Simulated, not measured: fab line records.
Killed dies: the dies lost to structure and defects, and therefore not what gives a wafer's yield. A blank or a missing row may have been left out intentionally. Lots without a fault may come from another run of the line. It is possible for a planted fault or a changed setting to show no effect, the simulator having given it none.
fab line records	flow ritCmos
record: lots: 6	wafers: 18	lastDay: 7
route steps=202 shown SPACER@127 NSD@131 PSD@142 SDANNEAL@153 PLDD@159 M1@202
lots with no fault: from the same line, run without faults
startH: start of the lot's first displayed wafer, in hours after the record's first day	waitH: how many hours have passed since the lot's step before this one	" identical to the entry in the row above	L1.1+2: one row covering several wafers at once	- either no value or no given start	* or withheld: withheld	< > ~ a bound
route shown NAME@n: names a module that has steps shown in the file, with the first one's number in the route	usual: mean/standard deviation taken from wafers without a fault	same: alike in all rows	chamber/n: place in a boat	sites: per-site readings	_std_site: how widely they spread, as a standard deviation	_edge_site: the outer-site mean with the inner-site mean subtracted	radiusMm: how far each site lies from the wafer's centre	mask NAME#n: copy n	behind: tool/chamber where the wafer was last shaped	hold: cause of the lot's hold/its duration in hours/its outcome	device: whichever transistor did not switch (one of n, p or np)	end of line: at the end of the route, the tests of the same wafers	where a step has no rows: the recipe by itself	killed: dies lost to structure and defects at the first sort, not the wafer's yield	map: a wafer's dies, marking killed ones x, the rest . and places with no die _
set.NAME: the setting that was run; set.NAME@STEP: the one run at that earlier step	model.NAME: the simulator's own value behind a step, which no gauge read
a table for each step, a row for each wafer; lots at some steps of the route
services: a tool's chamber out of use, with start hour (startH, from the record's first day; less than 0 if before it), hours out, and reason
== steps ==
step: RIT_SPACER_CLEAN_02
recipe: chemistry: SC2	mix: 3:3:50	timeS: 600	tempC: 75	dry: n2Spin
step: RIT_SPACER_CVD_03
recipe: material: Si3N4	targetThkNm: 250	tempC: 810	precursor: SiH2Cl2/NH3	timeS: 3300	pressureMtorr: 300	sih2cl2FlowSccm: 60	nh3FlowSccm: 150
step: RIT_SPACER_THK_MEAS_04
recipe: reads: Si3N4_of_SPACER_CVD_03
usual: SPACER_NITRIDE_THK: 250.8/2.6
lot.wafer	tool	chamber	startH	waitH	SPACER_NITRIDE_THK[nm]
L157.1	filmMetro-02	-	60.07	0.0	254.9
L157.2	"	-	"	"	253.1
L157.4	"	-	"	"	252.4
L164.1	filmMetro-04	-	90.46	0.0	251.7
L164.2	"	-	"	"	252.7
L164.6	"	-	"	"	250.9
L165.2	filmMetro-03	-	98.20	0.0	251.8
L165.3	"	-	"	"	251.2
L165.5	"	-	"	"	250.5
L168.1	filmMetro-03	-	110.48	0.0	251.3
L168.4	"	-	"	"	248.2
L168.6	"	-	"	"	249.5
L170.4	filmMetro-04	-	123.01	0.0	252.1
L170.5	"	-	"	"	251.4
L170.6	"	-	"	"	252.5
L176.1	filmMetro-03	-	150.83	0.0	248.8
L176.2	"	-	"	"	250.9
L176.3	"	-	"	"	252.5
step: RIT_SPACER_ETCHBACK_05
recipe: targetDepthA: 2500	SF6_flow_sccm: 30	CHF3_flow_sccm: 30	target: Si3N4	chemistry: SF6/CHF3	pressureMtorr: 40	rfW: 250	timeS: 240	stopOn: SiO2
usual: drypumpMotorCurrentA: 5.6/0.5	oesProductAu: 0.851/0.014	throttleValvePct: 10.23/0.13
lot.wafer	tool	chamber	startH	waitH	drypumpMotorCurrentA	oesProductAu	rfHoursCounterH	throttleValvePct
L157.1	rieDiel-03	2	60.13	0.1	6.1	0.842	12	10.23
L157.2	"	0	"	"	5.1	0.866	53	10.31
L157.4	"	3	"	"	5.9	0.869	132	10.01
L164.1	rieDiel-04	3	90.52	0.1	5.8	0.869	124	10.32
L164.2	"	2	"	"	6.0	0.834	84	10.35
L164.6	"	1	"	"	4.8	0.856	-	10.41
L165.2	rieDiel-01	2	98.25	0.0	5.4	0.862	2	10.03
L165.3	"	1	"	"	5.2	0.855	129	10.35
L165.5	"	0	"	"	6.7	0.837	-	10.07
L168.1	rieDiel-01	1	110.54	0.1	5.3	0.860	130	10.36
L168.4	"	2	"	"	5.4	0.855	2	10.03
L168.6	"	1	"	"	5.3	0.851	-	10.35
L170.4	rieDiel-04	1	123.04	0.0	4.8	0.853	20	10.43
L170.5	"	1	"	"	4.8	0.858	-	10.43
L170.6	"	2	"	"	6.0	0.838	-	10.34
L176.1	rieDiel-04	2	150.89	0.1	6.0	0.834	85	10.34
L176.2	"	0	"	"	5.2	0.840	130	10.20
L176.3	"	1	"	"	4.8	0.852	20	10.42
step: RIT_NSD_HMDS_00
recipe: primeTimeS: 60	primeTempC: 140
step: RIT_NSD_COAT_01
recipe: resist: NOVOLAK	spinRpm: 3250	resistThkNm: 1000
step: RIT_NSD_SOFTBAKE_02
recipe: resist: NOVOLAK	tempC: 90	timeS: 60
step: RIT_NSD_EXPOSE_03
recipe: maskId: M9	na: 0.57	targetCdNm: 40700	doseMj: 250
step: RIT_NSD_PEB_04
recipe: resist: NOVOLAK	tempC: withheld	timeS: withheld
step: RIT_NSD_DEVELOP_05
recipe: resist: NOVOLAK	developTimeS: 50	devTempC: 23
step: RIT_NSD_OVL_MEAS_06
usual: NSD_OVL: 0.7/1.4
lot.wafer	tool	chamber	startH	waitH	NSD_OVL[nm]
L157.1	overlay-01	-	61.26	-	1.3
L157.2	"	-	"	"	1.8
L157.4	"	-	"	"	1.4
L164.1	overlay-01	-	91.52	-	3.2
L164.2	"	-	"	"	-0.1
L164.6	"	-	"	"	1.8
L165.2	overlay-01	-	99.39	-	0.3
L165.3	"	-	"	"	0.2
L165.5	"	-	"	"	-0.5
L168.1	overlay-02	-	111.67	-	0.5
L168.4	"	-	"	"	-0.6
L168.6	"	-	"	"	-0.6
L170.4	overlay-01	-	124.06	-	0.6
L170.5	"	-	"	"	1.6
L170.6	"	-	"	"	1.0
L176.1	overlay-02	-	151.96	-	1.7
L176.2	"	-	"	"	-3.6
L176.3	"	-	"	"	-0.7
step: RIT_NSD_HARDBAKE_07
recipe: resist: NOVOLAK	tempC: 140	timeS: 60
step: RIT_NSD_IMPLANT_08
recipe: species: P	energyKev: 25	doseCm2: 1e+15	tiltDeg: 7
usual: beamOnS: 10.02/0.21	doseIonsCm2: 1e+15/1.1e+12	faradayCurrentUA: 3129/64
lot.wafer	tool	chamber	startH	waitH	beamOnS	doseIonsCm2	faradayCurrentUA
L157.1	implanter-02	0	61.44	0.1	9.85	1.001e+15	3178
L157.2	"	0	"	"	9.90	1.0011e+15	3175
L157.4	"	0	"	"	9.86	1.0002e+15	3170
L164.1	implanter-01	0	91.71	0.1	9.95	1.0009e+15	3149
L164.2	"	0	"	"	10.12	1.0025e+15	3098
L164.6	"	0	"	"	10.30	1.0013e+15	3054
L165.2	implanter-04	0	99.62	0.1	9.95	7.013e+14	2214
L165.3	"	0	"	"	10.12	6.999e+14	2185
L165.5	"	0	"	"	9.98	6.994e+14	2204
L168.1	implanter-04	0	111.88	0.1	9.82	7.003e+14	2237
L168.4	"	0	"	"	10.05	7.011e+14	2195
L168.6	"	0	"	"	10.10	7.001e+14	2179
L170.4	implanter-02	0	124.30	0.1	10.14	9.996e+14	3091
L170.5	"	0	"	"	9.99	1.0009e+15	3140
L170.6	"	0	"	"	9.93	1.0016e+15	3176
L176.1	implanter-02	0	152.15	0.1	9.92	9.997e+14	3157
L176.2	"	0	"	"	10.05	9.992e+14	3121
L176.3	"	0	"	"	9.93	9.986e+14	3161
step: RIT_NSD_STRIP_09
recipe: chemistry: O2	timeS: 180	resist: NOVOLAK	platenTempC: withheld	powerW: 500	pressureMtorr: 4000	o2FlowSccm: 4000
usual: drypumpMotorCurrentA: 6.0/0.52
lot.wafer	tool	chamber	startH	waitH	drypumpMotorCurrentA	rfHoursCounterH
L157.1	plasmaAsher-01	1	61.59	0.1	6.0	40
L157.2	"	0	"	"	6.1	40
L157.4	"	0	"	"	6.1	-
L164.1	plasmaAsher-02	1	91.86	0.1	4.9	41
L164.2	"	0	"	"	6.8	41
L164.6	"	0	"	"	6.8	-
L165.2	plasmaAsher-01	0	99.75	0.1	6.1	44
L165.3	"	0	"	"	6.1	-
L165.5	"	0	"	"	6.1	-
L168.1	plasmaAsher-01	0	112.18	0.3	6.1	46
L168.4	"	1	"	"	6.0	-
L168.6	"	0	"	"	6.1	-
L170.4	plasmaAsher-03	0	124.44	0.1	6.3	-
L170.5	"	0	"	"	6.3	-
L170.6	"	1	"	"	5.8	-
L176.1	plasmaAsher-01	0	152.30	0.1	6.1	50
L176.2	"	1	"	"	6.0	50
L176.3	"	1	"	"	6.1	-
step: RIT_NSD_TW_MEAS_10
usual: NSD_TW: 3117/29
lot.wafer	tool	chamber	startH	waitH	NSD_TW
L157.1	filmMetro-01	-	61.77	0.1	3136
L157.2	"	-	"	"	3144
L157.4	"	-	"	"	3137
L164.1	filmMetro-02	-	92.03	0.1	3109
L164.2	"	-	"	"	3112
L164.6	"	-	"	"	3118
L165.2	filmMetro-02	-	99.93	0.1	2857
L165.3	"	-	"	"	2868
L165.5	"	-	"	"	2851
L168.1	filmMetro-02	-	112.36	0.1	2847
L168.4	"	-	"	"	2852
L168.6	"	-	"	"	2842
L170.4	filmMetro-03	-	124.58	0.1	3111
L170.5	"	-	"	"	3107
L170.6	"	-	"	"	3098
L176.1	filmMetro-01	-	152.47	0.1	3150
L176.2	"	-	"	"	3145
L176.3	"	-	"	"	3139
step: RIT_PSD_HMDS_00
recipe: primeTimeS: 60	primeTempC: 140
step: RIT_PSD_COAT_01
recipe: resist: NOVOLAK	spinRpm: 3250	resistThkNm: 1000
step: RIT_PSD_SOFTBAKE_02
recipe: resist: NOVOLAK	tempC: 90	timeS: 60
step: RIT_PSD_EXPOSE_03
recipe: maskId: M10	na: 0.57	targetCdNm: 40900	doseMj: 250
step: RIT_PSD_PEB_04
recipe: resist: NOVOLAK	tempC: withheld	timeS: withheld
step: RIT_PSD_DEVELOP_05
recipe: resist: NOVOLAK	developTimeS: 50	devTempC: 23
step: RIT_PSD_OVL_MEAS_06
usual: PSD_OVL: -0.4/1.7
lot.wafer	tool	chamber	startH	waitH	PSD_OVL[nm]
L157.1	overlay-02	-	62.68	-	-0.6
L157.2	"	-	"	"	0.5
L157.4	"	-	"	"	-0.5
L164.1	overlay-02	-	92.94	-	-1.9
L164.2	"	-	"	"	-0.6
L164.6	"	-	"	"	-1.7
L165.2	overlay-01	-	100.95	-	-0.1
L165.3	"	-	"	"	-2.1
L165.5	"	-	"	"	0.3
L168.1	overlay-02	-	113.27	-	-1.8
L168.4	"	-	"	"	-2.8
L168.6	"	-	"	"	-2.4
L170.4	overlay-02	-	125.48	-	0.4
L170.5	"	-	"	"	1.5
L170.6	"	-	"	"	-0.5
L176.1	overlay-02	-	153.51	-	0.8
L176.2	"	-	"	"	1.5
L176.3	"	-	"	"	0.7
step: RIT_PSD_HARDBAKE_07
recipe: resist: NOVOLAK	tempC: 140	timeS: 60
step: RIT_PSD_IMPLANT_08
recipe: species: BF2	energyKev: 27	doseCm2: 5e+15	tiltDeg: 7
step: RIT_PSD_STRIP_09
recipe: chemistry: O2	timeS: 180	resist: NOVOLAK	platenTempC: withheld	powerW: 500	pressureMtorr: 4000	o2FlowSccm: 4000
usual: drypumpMotorCurrentA: 6.1/0.57
lot.wafer	tool	chamber	startH	waitH	drypumpMotorCurrentA	rfHoursCounterH
L157.1	plasmaAsher-04	0	63.01	0.1	5.9	27
L157.2	"	1	"	"	6.6	27
L157.4	"	1	"	"	6.6	-
L164.1	plasmaAsher-01	1	93.28	0.1	6.0	44
L164.2	"	0	"	"	6.1	44
L164.6	"	0	"	"	6.1	-
L165.2	plasmaAsher-04	0	101.28	0.1	5.9	30
L165.3	"	1	"	"	6.6	-
L165.5	"	0	"	"	5.9	-
L168.1	plasmaAsher-04	1	113.61	0.1	6.6	31
L168.4	"	1	"	"	6.6	-
L168.6	"	1	"	"	6.6	-
L170.4	plasmaAsher-04	0	125.86	0.1	5.9	-
L170.5	"	1	"	"	6.6	-
L170.6	"	0	"	"	5.9	-
L176.1	plasmaAsher-02	1	153.84	0.1	4.9	48
L176.2	"	0	"	"	6.8	48
L176.3	"	0	"	"	6.8	-
step: RIT_PSD_TW_MEAS_10
usual: PSD_TW: 3423/28
lot.wafer	tool	chamber	startH	waitH	PSD_TW
L157.1	filmMetro-01	-	63.19	0.1	3452
L157.2	"	-	"	"	3447
L157.4	"	-	"	"	3460
L164.1	filmMetro-02	-	93.45	0.1	3421
L164.2	"	-	"	"	3423
L164.6	"	-	"	"	3437
L165.2	filmMetro-02	-	101.47	0.1	3411
L165.3	"	-	"	"	3396
L165.5	"	-	"	"	3405
L168.1	filmMetro-01	-	113.78	0.1	3446
L168.4	"	-	"	"	3448
L168.6	"	-	"	"	3452
L170.4	filmMetro-03	-	126.00	0.1	3405
L170.5	"	-	"	"	3396
L170.6	"	-	"	"	3410
L176.1	filmMetro-01	-	154.02	0.1	3457
L176.2	"	-	"	"	3440
L176.3	"	-	"	"	3455
step: RIT_SDANNEAL_CLEAN_00
recipe: chemistry: SC1	mix: 3:3:50	timeS: 600	tempC: 75
step: RIT_SDANNEAL_CLEAN_01
recipe: chemistry: dHF	dilution: 50:1	timeS: 30
step: RIT_SDANNEAL_CLEAN_02
recipe: chemistry: SC2	mix: 3:3:50	timeS: 600	tempC: 75	dry: n2Spin
step: RIT_SDANNEAL_RTA_03
recipe: tempC: 1050	timeS: 5	idleTempC: 600	rampUpCPerS: 342	rampDownCPerS: 171	coolToC: 600	ambient: N2
usual: rampUpCPerS: 342.00/0.066	wafer_temp_C_max: 1053.5/1.1
lot.wafer	tool	chamber	startH	waitH	rampUpCPerS	wafer_temp_C_max
L157.1	rtpAnneal-02	0	63.62	0.0	341.98	1053.3
L157.2	"	0	"	"	341.98	1054.7
L157.4	"	0	"	"	342.05	1053.0
L164.1	rtpAnneal-01	0	93.90	0.0	342.10	1054.4
L164.2	"	0	"	"	342.09	1053.5
L164.6	"	0	"	"	342.02	1052.8
L165.2	rtpAnneal-02	0	101.93	0.0	342.03	1053.5
L165.3	"	0	"	"	341.91	1053.9
L165.5	"	0	"	"	341.90	1051.3
L168.1	rtpAnneal-02	0	114.21	0.0	342.07	1053.3
L168.4	"	0	"	"	341.94	1052.5
L168.6	"	0	"	"	342.01	1052.9
L170.4	rtpAnneal-02	0	126.43	0.0	342.11	1053.7
L170.5	"	0	"	"	341.97	1052.8
L170.6	"	0	"	"	341.99	1054.7
L176.1	rtpAnneal-02	0	154.45	0.0	342.05	1052.7
L176.2	"	0	"	"	341.99	1054.1
L176.3	"	0	"	"	341.98	1054.7
step: RIT_SDANNEAL_RS_MEAS_04
recipe: thkMeasGauge: four-point-probe
usual: PSD_RS: 115.88/0.29
lot.wafer	tool	chamber	startH	waitH	PSD_RS[ohm/sq]
L157.1	filmMetro-01	-	63.67	0.0	116.20
L157.2	"	-	"	"	116.65
L157.4	"	-	"	"	115.98
L164.1	filmMetro-02	-	93.96	0.0	116.09
L164.2	"	-	"	"	115.88
L164.6	"	-	"	"	116.17
L165.2	filmMetro-03	-	102.00	0.1	116.07
L165.3	"	-	"	"	116.36
L165.5	"	-	"	"	116.19
L168.1	filmMetro-01	-	114.27	0.0	115.68
L168.4	"	-	"	"	115.99
L168.6	"	-	"	"	115.60
L170.4	filmMetro-01	-	126.52	0.1	115.79
L170.5	"	-	"	"	116.14
L170.6	"	-	"	"	115.71
L176.1	filmMetro-02	-	154.51	0.0	115.65
L176.2	"	-	"	"	115.75
L176.3	"	-	"	"	115.79
step: RIT_SDANNEAL_RS_MEAS_05
recipe: thkMeasGauge: four-point-probe
usual: NSD_RS: 84.52/0.24
lot.wafer	tool	chamber	startH	waitH	NSD_RS[ohm/sq]
L157.1	filmMetro-01	-	63.79	0.1	84.86
L157.2	"	-	"	"	84.87
L157.4	"	-	"	"	84.87
L164.1	filmMetro-02	-	94.08	0.1	84.51
L164.2	"	-	"	"	84.43
L164.6	"	-	"	"	84.71
L165.2	filmMetro-03	-	102.12	0.1	111.89
L165.3	"	-	"	"	111.52
L165.5	"	-	"	"	112.11
L168.1	filmMetro-01	-	114.39	0.1	112.27
L168.4	"	-	"	"	112.53
L168.6	"	-	"	"	112.95
L170.4	filmMetro-01	-	126.64	0.1	84.53
L170.5	"	-	"	"	84.75
L170.6	"	-	"	"	84.52
L176.1	filmMetro-02	-	154.63	0.1	84.41
L176.2	"	-	"	"	84.69
L176.3	"	-	"	"	84.41
step: RIT_SDANNEAL_RS_MEAS_06
recipe: thkMeasGauge: four-point-probe
usual: PLDD_RS: 178.7/0.46
lot.wafer	tool	chamber	startH	waitH	PLDD_RS[ohm/sq]
L157.1	filmMetro-01	-	63.91	0.1	178.7
L157.2	"	-	"	"	178.9
L157.4	"	-	"	"	179.0
L164.1	filmMetro-02	-	94.20	0.1	178.8
L164.2	"	-	"	"	178.3
L164.6	"	-	"	"	178.9
L165.2	filmMetro-03	-	102.24	0.1	179.1
L165.3	"	-	"	"	179.0
L165.5	"	-	"	"	178.9
L168.1	filmMetro-01	-	114.51	0.1	178.1
L168.4	"	-	"	"	178.5
L168.6	"	-	"	"	178.7
L170.4	filmMetro-01	-	126.76	0.1	178.8
L170.5	"	-	"	"	179.2
L170.6	"	-	"	"	178.5
L176.1	filmMetro-02	-	154.75	0.1	178.9
L176.2	"	-	"	"	179.0
L176.3	"	-	"	"	179.3
step: RIT_M1_PROBE_99
usual: killedAtContacts: 0.1/0.28	killedAtFrontEnd: 6.5/3	killedDies: 7/3	killedOpen: 3.2/2	killedShort: 3.2/1.9
same: grossDies: 264	killed_at_M0_to_M3: 0	killed_at_M4_up: 0	killedAtBackSide: 0	killedAtOther: 0
lot.wafer	tool	chamber	startH	waitH	killedAtContacts	killedAtFrontEnd	killedDies	killedOpen	killedShort	model.etest.nmos_0p3.rOnOhmUm	model.etest.nmos_0p15.rOnOhmUm	model.etest.nmos_0p15.driveUaUm	model.etest.contactNplus.endOhmUm	model.etest.nmosNarrow.driveUaUm	model.etest.nmos_0p3.driveUaUm	model.etest.nmos_0p15.junctionLog10AUm	model.etest.nmos_0p15.toxInvNm
L157.1	prober-01	-	71.37	0.1	0	3	3	2	1	2149	1103	469.4	40.95	225	222.6	-13.58	4.551
L157.2	prober-01	-	71.42	0.1	0	6	6	2	4	2184	1157	456.9	40.78	224.8	219.5	-13.41	4.52
L157.4	prober-01	-	71.52	0.2	0	11	11	6	5	2195	1118	460.4	40.68	224.8	218.1	-13.62	4.58
L164.1	prober-02	-	101.71	0.1	0	7	7	1	6	2177	1116	484.1	43.09	217.3	223.2	-13.54	4.467
L164.2	prober-02	-	101.76	0.1	0	7	7	3	4	2137	1063	483	42.43	215.2	220.4	-13.49	4.59
L164.6	prober-02	-	101.96	0.2	0	4	4	0	4	2155	1098	499	42.99	220.9	223.8	-13.57	4.492
L165.2	prober-01	-	110.04	0.1	0	4	4	3	1	2279	1187	458.9	67.92	213.5	209.4	-13.14	4.791
L165.3	prober-01	-	110.09	0.2	1	7	8	4	4	2287	1191	462	69.7	209.1	210.2	-13.06	4.742
L165.5	prober-01	-	110.19	0.2	1	2	3	2	1	2279	1192	451.8	69.34	205.8	209.1	-13.21	4.784
L168.1	prober-02	-	121.81	0.1	0	5	5	4	1	2338	1278	420.9	71.27	204.1	207	-12.96	4.785
L168.4	prober-02	-	121.96	0.2	0	6	6	2	4	2324	1223	432.4	70.34	200.9	207.2	-13.03	4.801
L168.6	prober-02	-	122.06	0.2	0	3	3	2	1	2354	1284	422	71.86	203.8	204.4	-13.43	4.796
L170.4	prober-02	-	134.07	0.2	0	4	4	3	1	2233	1159	440	40.98	207.3	213.4	-13.6	4.592
L170.5	prober-02	-	134.12	0.2	0	9	9	4	3	2239	1175	443.1	40.98	210.6	215.3	-13.5	4.517
L170.6	prober-02	-	134.17	0.2	0	4	4	0	4	2219	1121	453.4	39.78	215.5	214.9	-13.32	4.58
L176.1	prober-02	-	162.63	0.1	0	5	5	2	3	2282	1200	429.2	42.98	214.3	208.3	-13.41	4.699
L176.2	prober-02	-	162.68	0.1	0	6	6	3	3	2252	1179	425.6	40.88	212.1	210.4	-13.25	4.661
L176.3	prober-02	-	162.73	0.2	0	3	3	2	1	2251	1199	427	42.43	219.4	214.5	-13.46	4.619
killed by level:class
L157.1 FOX1:geometricParticle:short=1 GATE:geometricParticle:open=1 REOX:geometricParticle:open=1
L157.2 FOX1:geometricParticle:open=1 FOX2:geometricParticle:short=1 GATE:geometricParticle:short=1 REOX:geometricParticle:open=1 REOX:geometricParticle:short=1 SPACER:geometricParticle:short=1
L157.4 GATE:geometricParticle:short=2 REOX:geometricParticle:open=2 FOX1:geometricParticle:short=1 FOX1:geometricParticle:open=1 GATE:geometricParticle:open=1 REOX:geometricParticle:short=1 SPACER:geometricParticle:open=1 SILICIDE:geometricParticle:short=1
L164.1 FOX1:geometricParticle:short=2 SILICIDE:geometricParticle:short=2 GATE:geometricParticle:short=1 SPACER:geometricParticle:short=1 SILICIDE:geometricParticle:open=1
L164.2 SPACER:geometricParticle:open=2 SILICIDE:geometricParticle:short=2 GATE:geometricParticle:short=1 REOX:geometricParticle:open=1 REOX:geometricParticle:short=1
L164.6 FOX1:geometricParticle:short=1 GATE:geometricParticle:short=1 SPACER:geometricParticle:short=1 SILICIDE:geometricParticle:short=1
L165.2 GATE:geometricParticle:open=2 FOX1:geometricParticle:open=1 REOX:geometricParticle:short=1
L165.3 FOX1:geometricParticle:short=2 GATE:geometricParticle:open=2 FOX1:geometricParticle:open=1 GATE:geometricParticle:short=1 REOX:geometricParticle:short=1 CONTACT:geometricParticle:open=1
L165.5 FOX1:geometricParticle:open=2 CONTACT:geometricParticle:short=1
L168.1 GATE:geometricParticle:open=3 FOX1:geometricParticle:open=1 GATE:geometricParticle:short=1
L168.4 GATE:geometricParticle:open=2 SPACER:geometricParticle:short=2 FOX1:geometricParticle:short=1 REOX:geometricParticle:short=1
L168.6 ACTIVE:geometricParticle:short=1 FOX1:geometricParticle:open=1 SILICIDE:geometricParticle:open=1
L170.4 GATE:geometricParticle:open=2 FOX2:geometricParticle:open=1 GATE:geometricParticle:short=1
L170.5 GATE:geometricParticle:short=2 SILICIDE:geometricParticle:open=2 NSD:coatMicrobubblePrinted=2 FOX1:geometricParticle:open=1 GATE:geometricParticle:open=1 SPACER:geometricParticle:short=1
L170.6 GATE:geometricParticle:short=2 SPACER:geometricParticle:short=1 SILICIDE:geometricParticle:short=1
L176.1 ACTIVE:geometricParticle:short=1 FOX1:geometricParticle:short=1 FOX2:geometricParticle:short=1 GATE:geometricParticle:open=1 SPACER:geometricParticle:open=1
L176.2 GATE:geometricParticle:short=2 GATE:geometricParticle:open=2 REOX:geometricParticle:open=1 SPACER:geometricParticle:short=1
L176.3 FOX1:geometricParticle:open=1 GATE:geometricParticle:short=1 SPACER:geometricParticle:open=1
== services ==
tool	chamber	startH	hours	kind
implanter-04	-	37.16	0.6	repair
implanter-02	-	41.72	3.7	repair
implanter-04	-	47.88	2.1	pm
plasmaAsher-02	-	50.39	3.1	repair
rieDiel-01	2	63.80	7.4	repair
rieDiel-04	0	64.57	2.4	repair
plasmaAsher-04	-	78.37	17.6	repair
rieDiel-03	-	90.50	2.8	pm
rieDiel-03	-	94.52	0.1	repair
implanter-01	-	104.28	4.5	repair
implanter-04	-	106.25	1.9	repair
rtpAnneal-02	-	107.59	4.7	pm
plasmaAsher-03	-	108.75	9.0	pm
plasmaAsher-03	0	108.75	9.0	ventCycle
plasmaAsher-03	1	108.75	9.0	ventCycle
plasmaAsher-02	-	111.69	0.8	repair
implanter-01	-	115.99	44.0	pm
rieDiel-03	3	116.70	11.5	repair
plasmaAsher-03	0	117.75	-	clean
plasmaAsher-03	1	117.75	-	clean
plasmaAsher-01	-	122.12	4.2	pm
== key ==
firstSign: step: RIT_NSD_IMPLANT_08	reading: doseIonsCm2	direction: down	sigmas: 99+	usual: 1e+15	struck: 7.003e+14
effect: step: RIT_NSD_IMPLANT_08	reading: faradayCurrentUA	direction: down	sigmas: 14	usual: 3129	struck: 2202
effect: step: RIT_NSD_TW_MEAS_10	reading: NSD_TW	direction: down	sigmas: 9.3	usual: 3117	struck: 2853
effect: step: RIT_SDANNEAL_RS_MEAS_05	reading: NSD_RS	direction: up	sigmas: 99+	usual: 84.52	struck: 112.21
modelEffect: step: RIT_M1_PROBE_99	value: etest.nmos_0p3.rOnOhmUm	without: 2142	struck: 2310
metAt RIT_NSD_IMPLANT_08
struckWafers L165.2,L165.3,L165.5,L168.1,L168.4,L168.6
testerLeftOut L165,L168
fault: kind: processParameterDrift	tool: implanter-04	chamber: -	onsetH: 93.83	steps: RIT_NSD_IMPLANT_08	channel: doseCm2	offset: -3e+14	shape: step	endH: 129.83	actsIn: theseRecipesOnly	stated: 1e+15
testerLeftOut: of these lots the tester's yield and bins aren't shown, on N5 and GAA mostly nor the transistor test; their killed dies are dies lost to structure and defects alone, not to doping, threshold or leakage, so they don't give the yield
